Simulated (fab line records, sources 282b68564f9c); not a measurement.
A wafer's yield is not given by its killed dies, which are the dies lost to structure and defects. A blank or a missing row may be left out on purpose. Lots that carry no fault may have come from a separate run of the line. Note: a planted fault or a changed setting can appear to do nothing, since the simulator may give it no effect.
fab line records | flow rit-cmos
[record] lots = 15 wafers = 45 last-day = 7
route steps=202 shown ACTIVE@1 NWELL@36 REOX@102 PSD@151 M1@202
lots with no fault: from the same line, run without faults
start-h: the number of hours between the record's first day and the start of the first shown wafer of the lot | wait-h: hours elapsed since this lot's preceding step | " same as the row above | L1.1+2: several wafers, shown together as one row | - value missing, or start not given | * or withheld: withheld | < > ~ a bound
route shown NAME@n: a module of which the file shows steps, and the number in the route of the first | usual: mean/standard deviation of fault-free wafers | same: alike in all rows | chamber/n: place in a boat | sites: each site's reading | _std_site: how widely they spread, as a standard deviation | _edge_site: mean of outer sites minus mean of inner sites | radius-mm: how far each site lies from the wafer's centre | mask NAME#n: copy n | behind: the most recent tool/chamber to have shaped the wafer | hold: the reason the lot was held/the length of the hold in hours/how it ended | device: the n, p or np transistor that did not switch | end of line: the tests these same wafers got at the end of their route | a step with no rows: only its recipe | killed: at the first sort, the dies lost to defects and structure; wafer yield is something else | map: shows each die of a wafer: x if killed, . if not, _ if none is there
set.NAME: the setting that was run; set.NAME@STEP: the one run at that earlier step | model.NAME: the simulator's own value behind a step, which no gauge read
route steps across a sampled set of lots; one table per step, one row per wafer
services: when a tool's chamber went out of use (start-h, in hours from the record's first day, below 0 if earlier), for how many hours, and the reason
[[steps]]
[step RIT_ACTIVE_BOW_MEAS_00]
[recipe] mode = bow
[usual] INCOMING_BOW = 1/6.9
// columns lot.wafer tool chamber start-h wait-h INCOMING_BOW[um]
L460.2 film-metro-02 - 10.02 - 3
L460.4 " - " " -7
L460.5 " - " " -5
L461.1 film-metro-03 - 15.00 - -14
L461.4 " - " " 2
L461.6 " - " " 13
L462.1 film-metro-04 - 20.00 - -4
L462.3 " - " " -2
L462.5 " - " " 9
L463.2 film-metro-03 - 25.02 - 6
L463.3 " - " " 7
L463.6 " - " " 5
L464.4 film-metro-03 - 30.06 - -6
L464.5 " - " " -3
L464.6 " - " " -3
L465.1 film-metro-04 - 35.00 - 10
L465.2 " - " " 8
L465.6 " - " " -7
L466.4 film-metro-02 - 40.06 - 7
L466.5 " - " " 3
L466.6 " - " " 1
L469.2 film-metro-03 - 55.02 - 3
L469.3 " - " " 9
L469.5 " - " " 15
L471.1 film-metro-04 - 65.00 - 11
L471.3 " - " " 5
L471.5 " - " " -2
L473.1 film-metro-03 - 75.00 - 13
L473.2 " - " " -12
L473.6 " - " " -1
L475.1 film-metro-02 - 85.00 - -3
L475.2 " - " " 0
L475.5 " - " " 11
L476.1 film-metro-02 - 90.00 - -9
L476.3 " - " " -9
L476.4 " - " " 4
L477.2 film-metro-04 - 95.02 - 3
L477.4 " - " " 1
L477.5 " - " " -6
L478.1 film-metro-04 - 100.00 - 1
L478.2 " - " " 5
L478.4 " - " " 0
L479.2 film-metro-02 - 105.02 - 4
L479.3 " - " " -13
L479.4 " - " " 5
[step RIT_NWELL_IMPLANT_08]
[recipe] species = P energy-kev = 170 dose-cm2 = 5e+13 tilt-deg = 7
[usual] dose-ions-cm2 = 5.001e+13/5.6e+10 faraday-current-uA = 158/3.2 tilt-deg = 6.999/0.022
// columns lot.wafer tool chamber start-h wait-h dose-ions-cm2 faraday-current-uA tilt-deg
L460.2 implanter-01 0 21.61 0.2 4.992e+13 159 6.984
L460.4 " 0 " " 4.998e+13 158 6.989
L460.5 " 0 " " 4.999e+13 157 7.005
L461.1 implanter-03 0 26.73 0.2 4.993e+13 157 6.980
L461.4 " 0 " " 5.006e+13 157 6.960
L461.6 " 0 " " 4.997e+13 158 6.983
L462.1 implanter-03 0 32.85 0.2 4.998e+13 154 6.968
L462.3 " 0 " " 4.999e+13 159 6.979
L462.5 " 0 " " 5.002e+13 157 7.008
L463.2 implanter-02 0 38.33 0.2 4.994e+13 159 6.989
L463.3 " 0 " " 4.999e+13 159 6.994
L463.6 " 0 " " 5e+13 158 6.997
L464.4 implanter-02 0 42.34 0.2 5.002e+13 158 6.990
L464.5 " 0 " " 5.012e+13 159 7.012
L464.6 " 0 " " 5.007e+13 164 6.970
L465.1 implanter-01 0 47.67 0.2 4.994e+13 159 6.989
L465.2 " 0 " " 4.994e+13 154 6.977
L465.6 " 0 " " 4.994e+13 153 7.001
L466.4 implanter-03 0 51.73 0.2 5.009e+13 157 6.997
L466.5 " 0 " " 5.013e+13 155 7.022
L466.6 " 0 " " 5e+13 156 7.019
L469.2 implanter-02 0 66.27 0.2 6.511e+13 208 6.986
L469.3 " 0 " " 6.502e+13 201 7.015
L469.5 " 0 " " 6.506e+13 204 7.012
L471.1 implanter-03 0 77.37 0.2 5.01e+13 156 6.994
L471.3 " 0 " " 4.997e+13 156 7.003
L471.5 " 0 " " 5.001e+13 160 7.003
L473.1 implanter-02 0 87.11 0.2 6.498e+13 204 6.981
L473.2 " 0 " " 6.493e+13 207 6.998
L473.6 " 0 " " 6.503e+13 204 6.973
L475.1 implanter-02 0 95.81 0.2 6.498e+13 203 6.990
L475.2 " 0 " " 6.5e+13 202 6.984
L475.5 " 0 " " 6.504e+13 209 6.994
L476.1 implanter-03 0 102.73 0.2 5.003e+13 157 7.006
L476.3 " 0 " " 4.995e+13 164 6.996
L476.4 " 0 " " 5.007e+13 160 7.025
L477.2 implanter-03 0 108.52 0.2 5.002e+13 160 7.027
L477.4 " 0 " " 5.005e+13 157 7.025
L477.5 " 0 " " 5.007e+13 157 7.057
L478.1 implanter-03 0 113.21 0.2 4.994e+13 157 7.038
L478.2 " 0 " " 5e+13 154 7.002
L478.4 " 0 " " 4.995e+13 158 7.011
L479.2 implanter-01 0 120.13 0.2 4.999e+13 157 7.000
L479.3 " 0 " " 5.002e+13 151 7.003
L479.4 " 0 " " 5.002e+13 153 7.012
[step RIT_NWELL_TW_MEAS_10]
[usual] NWELL_TW = 2137/9.7
// columns lot.wafer tool chamber start-h wait-h NWELL_TW
L460.2 film-metro-02 - 21.92 0.1 2145
L460.4 " - " " 2144
L460.5 " - " " 2140
L461.1 film-metro-01 - 27.05 0.1 2146
L461.4 " - " " 2144
L461.6 " - " " 2142
L462.1 film-metro-01 - 33.17 0.1 2143
L462.3 " - " " 2150
L462.5 " - " " 2145
L463.2 film-metro-03 - 38.64 0.1 2141
L463.3 " - " " 2130
L463.6 " - " " 2135
L464.4 film-metro-03 - 42.62 0.1 2131
L464.5 " - " " 2132
L464.6 " - " " 2136
L465.1 film-metro-03 - 48.00 0.1 2118
L465.2 " - " " 2112
L465.6 " - " " 2128
L466.4 film-metro-01 - 52.01 0.1 2145
L466.5 " - " " 2124
L466.6 " - " " 2136
L469.2 film-metro-01 - 66.58 0.1 2317
L469.3 " - " " 2325
L469.5 " - " " 2315
L471.1 film-metro-01 - 77.69 0.1 2135
L471.3 " - " " 2130
L471.5 " - " " 2153
L473.1 film-metro-02 - 87.43 0.1 2325
L473.2 " - " " 2351
L473.6 " - " " 2336
L475.1 film-metro-01 - 96.14 0.1 2310
L475.2 " - " " 2332
L475.5 " - " " 2326
L476.1 film-metro-03 - 103.06 0.1 2126
L476.3 " - " " 2121
L476.4 " - " " 2137
L477.2 film-metro-02 - 108.83 0.1 2144
L477.4 " - " " 2144
L477.5 " - " " 2141
L478.1 film-metro-01 - 113.53 0.1 2130
L478.2 " - " " 2128
L478.4 " - " " 2146
L479.2 film-metro-01 - 120.44 0.1 2137
L479.3 " - " " 2132
L479.4 " - " " 2133
[step RIT_WELLDRIVE_RS_MEAS_01]
[recipe] thk-meas-gauge = four-point-probe
[usual] NWELL_RS = 275.3/0.91
// columns lot.wafer tool chamber start-h wait-h NWELL_RS[ohm/sq]
L460.2 film-metro-01 - 28.62 0.0 275.7
L460.4 " - " " 274.7
L460.5 " - " " 275.5
L461.1 film-metro-03 - 33.75 0.0 275.6
L461.4 " - " " 275.3
L461.6 " - " " 275.8
L462.1 film-metro-03 - 41.65 0.0 273.6
L462.3 " - " " 274.5
L462.5 " - " " 275.3
L463.2 film-metro-01 - 46.76 0.0 275.3
L463.3 " - " " 275.7
L463.6 " - " " 276.1
L464.4 film-metro-03 - 50.47 0.1 274.8
L464.5 " - " " 275.8
L464.6 " - " " 276.0
L465.1 film-metro-01 - 54.69 0.0 275.1
L465.2 " - " " 276.7
L465.6 " - " " 275.2
L466.4 film-metro-02 - 58.86 0.1 275.0
L466.5 " - " " 273.9
L466.6 " - " " 274.0
L469.2 film-metro-01 - 73.50 0.0 234.7
L469.3 " - " " 234.7
L469.5 " - " " 234.6
L471.1 film-metro-03 - 84.38 0.0 276.7
L471.3 " - " " 276.3
L471.5 " - " " 275.5
L473.1 film-metro-03 - 94.17 0.0 235.8
L473.2 " - " " 235.3
L473.6 " - " " 236.1
L475.1 film-metro-01 - 104.01 0.0 235.0
L475.2 " - " " 235.3
L475.5 " - " " 235.8
L476.1 film-metro-03 - 109.88 0.0 276.5
L476.3 " - " " 276.2
L476.4 " - " " 275.4
L477.2 film-metro-01 - 115.66 0.0 273.9
L477.4 " - " " 274.1
L477.5 " - " " 274.4
L478.1 film-metro-02 - 120.39 0.0 274.9
L478.2 " - " " 274.8
L478.4 " - " " 275.3
L479.2 film-metro-01 - 127.27 0.0 276.3
L479.3 " - " " 275.4
L479.4 " - " " 275.7
[step RIT_REOX_THK_MEAS_04]
[recipe] reads = SiO2_of_REOX_OXIDATION_03
[usual] REOX_OXIDE_THK = 25.2/0.43
// columns lot.wafer tool chamber start-h wait-h REOX_OXIDE_THK[nm]
L460.2 film-metro-02 - 42.53 0.0 24.8
L460.4 " - " " 25.0
L460.5 " - " " 24.5
L461.1 film-metro-02 - 46.38 0.0 24.8
L461.4 " - " " 25.5
L461.6 " - " " 25.3
L462.1 film-metro-03 - 57.24 0.0 25.2
L462.3 " - " " 24.9
L462.5 " - " " 24.8
L463.2 film-metro-02 - 61.12 0.0 25.1
L463.3 " - " " 25.2
L463.6 " - " " 25.5
L464.4 film-metro-03 - 65.82 0.0 24.5
L464.5 " - " " 24.6
L464.6 " - " " 24.7
L465.1 film-metro-01 - 68.11 0.0 25.2
L465.2 " - " " 24.7
L465.6 " - " " 24.8
L466.4 film-metro-02 - 72.32 0.0 24.8
L466.5 " - " " 25.0
L466.6 " - " " 25.1
L469.2 film-metro-01 - 88.77 0.0 24.8
L469.3 " - " " 24.9
L469.5 " - " " 25.4
L471.1 film-metro-02 - 98.93 0.0 25.4
L471.3 " - " " 25.6
L471.5 " - " " 24.8
L473.1 film-metro-02 - 109.60 0.0 25.2
L473.2 " - " " 25.6
L473.6 " - " " 25.7
L475.1 film-metro-02 - 116.56 0.0 25.4
L475.2 " - " " 25.4
L475.5 " - " " 25.3
L476.1 film-metro-02 - 122.23 0.0 25.3
L476.3 " - " " 25.2
L476.4 " - " " 24.9
L477.2 film-metro-03 - 128.01 0.0 25.5
L477.4 " - " " 25.4
L477.5 " - " " 25.2
L478.1 film-metro-02 - 135.01 0.0 24.7
L478.2 " - " " 24.4
L478.4 " - " " 24.9
L479.2 film-metro-01 - 139.90 0.0 25.3
L479.3 " - " " 25.4
L479.4 " - " " 25.5
[step RIT_PSD_STRIP_09]
[recipe] chemistry = O2 time-s = 180 resist = NOVOLAK platen-temp-c = withheld power-w = 500 pressure-mtorr = 4000 o2-flow-sccm = 4000
[usual] drypump-motor-current-A = 5.7/0.4 rf-refl-power-W = 6.5/1.4
// columns lot.wafer tool chamber start-h wait-h drypump-motor-current-A rf-hours-counter-h rf-refl-power-W
L460.2 plasma-asher-04 1 50.80 0.1 5.3 26 7.6
L460.4 " 1 " " 5.2 - 7.8
L460.5 " 0 " " 6.2 - 5.7
L461.1 plasma-asher-01 0 55.02 0.1 5.9 42 8.7
L461.4 " 1 " " 5.8 - 4.5
L461.6 " 0 " " 5.9 - 8.6
L462.1 plasma-asher-04 1 65.77 0.1 5.3 27 7.3
L462.3 " 1 " " 5.2 - 7.7
L462.5 " 0 " " 6.1 - 5.7
L463.2 plasma-asher-04 1 69.25 0.1 5.2 27 7.7
L463.3 " 0 " " 6.1 - 5.9
L463.6 " 1 " " 5.2 - 7.7
L464.4 plasma-asher-04 0 77.20 0.1 6.1 - 5.7
L464.5 " 1 " " 5.3 - 7.6
L464.6 " 0 " " 6.1 - 5.8
L465.1 plasma-asher-01 0 77.22 0.1 5.9 45 8.8
L465.2 " 1 " " 5.8 45 4.7
L465.6 " 1 " " 5.8 - 4.6
L466.4 plasma-asher-01 0 81.20 0.1 5.9 - 8.8
L466.5 " 1 " " 5.8 - 4.7
L466.6 " 0 " " 5.9 - 8.7
L469.2 plasma-asher-02 0 100.13 0.1 5.6 44 4.7
L469.3 " 0 " " 5.6 - 4.6
L469.5 " 1 " " 4.9 - 6.6
L471.1 plasma-asher-04 0 110.86 0.1 6.1 32 5.4
L471.3 " 1 " " 5.2 - 7.7
L471.5 " 1 " " 5.3 - 7.6
L473.1 plasma-asher-04 1 118.25 0.1 5.3 33 7.8
L473.2 " 0 " " 6.1 33 5.6
L473.6 " 1 " " 5.3 - 7.5
L475.1 plasma-asher-01 0 125.17 0.1 5.9 1 8.8
L475.2 " 1 " " 5.8 1 4.7
L475.5 " 1 " " 5.8 - 4.9
L476.1 plasma-asher-04 1 130.76 0.1 5.3 35 7.6
L476.3 " 1 " " 5.3 - 7.4
L476.4 " 0 " " 6.1 - 5.5
L477.2 plasma-asher-01 1 136.84 0.1 5.8 2 4.6
L477.4 " 1 " " 5.8 - 4.9
L477.5 " 0 " " 5.9 - 9.0
L478.1 plasma-asher-04 1 143.59 0.1 5.3 36 7.3
L478.2 " 0 " " 6.1 36 5.8
L478.4 " 1 " " 5.3 - 7.6
L479.2 plasma-asher-01 1 148.22 0.1 5.8 3 4.7
L479.3 " 0 " " 5.9 - 8.9
L479.4 " 1 " " 5.8 - 4.7
[step RIT_M1_PROBE_99]
[usual] killed-at-contacts = 0.0/0.22 killed-at-front-end = 7/3.1 killed-dies = 7/3.1 killed-open = 3.5/2 killed-short = 3.3/2
[same] gross-dies = 264 killed_at_M0_to_M3 = 0 killed_at_M4_up = 0 killed-at-back-side = 0 killed-at-other = 0
// columns lot.wafer tool chamber start-h wait-h killed-at-contacts killed-at-front-end killed-dies killed-open killed-short
L463.2 prober-01 - 77.62 0.1 0 5 5 4 1
L463.3 prober-01 - 77.67 0.2 0 3 3 2 1
L463.6 prober-01 - 77.82 0.2 0 8 8 4 4
L473.1 prober-01 - 126.41 0.1 0 9 9 4 5
L473.2 prober-01 - 126.46 0.1 0 10 10 5 5
L473.6 prober-01 - 126.66 0.2 0 10 10 4 6
// killed by level:class
L463.2 GATE:geometric-particle:open=2 FOX1:geometric-particle:open=1 GATE:geometric-particle:short=1 SPACER:geometric-particle:open=1
L463.3 FOX2:geometric-particle:open=1 GATE:geometric-particle:open=1 GATE:geometric-particle:short=1
L463.6 FOX1:geometric-particle:short=1 FOX1:geometric-particle:open=1 FOX2:geometric-particle:short=1 FOX2:geometric-particle:open=1 GATE:geometric-particle:short=1 REOX:geometric-particle:open=1 SILICIDE:geometric-particle:short=1 SILICIDE:geometric-particle:open=1
L473.1 GATE:geometric-particle:open=3 FOX1:geometric-particle:short=1 FOX2:geometric-particle:short=1 REOX:geometric-particle:short=1 REOX:geometric-particle:open=1 SPACER:geometric-particle:short=1 SILICIDE:geometric-particle:short=1
L473.2 FOX1:geometric-particle:open=2 SPACER:geometric-particle:open=2 SPACER:geometric-particle:short=1 FOX1:geometric-particle:short=1 FOX2:geometric-particle:short=1 GATE:geometric-particle:short=1 REOX:geometric-particle:open=1 REOX:geometric-particle:short=1
L473.6 GATE:geometric-particle:short=4 REOX:geometric-particle:open=2 FOX1:geometric-particle:open=1 FOX1:geometric-particle:short=1 FOX2:geometric-particle:short=1 SILICIDE:geometric-particle:open=1
[[services]]
// columns tool chamber start-h hours kind
implanter-01 - 7.47 5.2 pm
implanter-03 - 67.24 5.5 repair
plasma-asher-02 - 75.76 0.5 repair
plasma-asher-01 - 81.88 3.2 repair
plasma-asher-01 - 108.75 9.0 pm
plasma-asher-01 0 108.75 9.0 vent-cycle
plasma-asher-01 1 108.75 9.0 vent-cycle
plasma-asher-01 - 110.76 0.7 repair
plasma-asher-01 0 117.75 - clean
plasma-asher-01 1 117.75 - clean
plasma-asher-02 - 124.14 9.8 repair
implanter-02 - 128.18 0.7 repair
[[key]]
[first-sign] step = RIT_NWELL_IMPLANT_08 reading = dose-ions-cm2 direction = up sigmas = 99+ usual = 5.001e+13 struck = 6.502e+13
[effect] step = RIT_NWELL_IMPLANT_08 reading = faraday-current-uA direction = up sigmas = 15 usual = 158 struck = 205
[effect] step = RIT_NWELL_TW_MEAS_10 reading = NWELL_TW direction = up sigmas = 19 usual = 2137 struck = 2326
[effect] step = RIT_WELLDRIVE_RS_MEAS_01 reading = NWELL_RS direction = down sigmas = 44 usual = 275.3 struck = 235.3
met-at RIT_NWELL_IMPLANT_08
struck-lots L469,L473,L475
tester-left-out L469,L473,L475
not-acting-at RIT_ACTIVE_BOW_MEAS_00,RIT_REOX_THK_MEAS_04,RIT_PSD_STRIP_09
onset-between 42.34 66.27
[fault] kind = process-parameter-drift tool = implanter-02 chamber = - onset-h = 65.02 steps = RIT_NWELL_IMPLANT_08 channel = dose-cm2 offset = 1.5e+13 shape = step end-h = 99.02 acts-in = these-recipes-only stated = 5e+13
// tester-left-out: of these lots the tester's yield and bins aren't shown, on N5 and GAA mostly nor the transistor test; their killed dies are dies lost to structure and defects alone, not to doping, threshold or leakage, so they don't give the yield
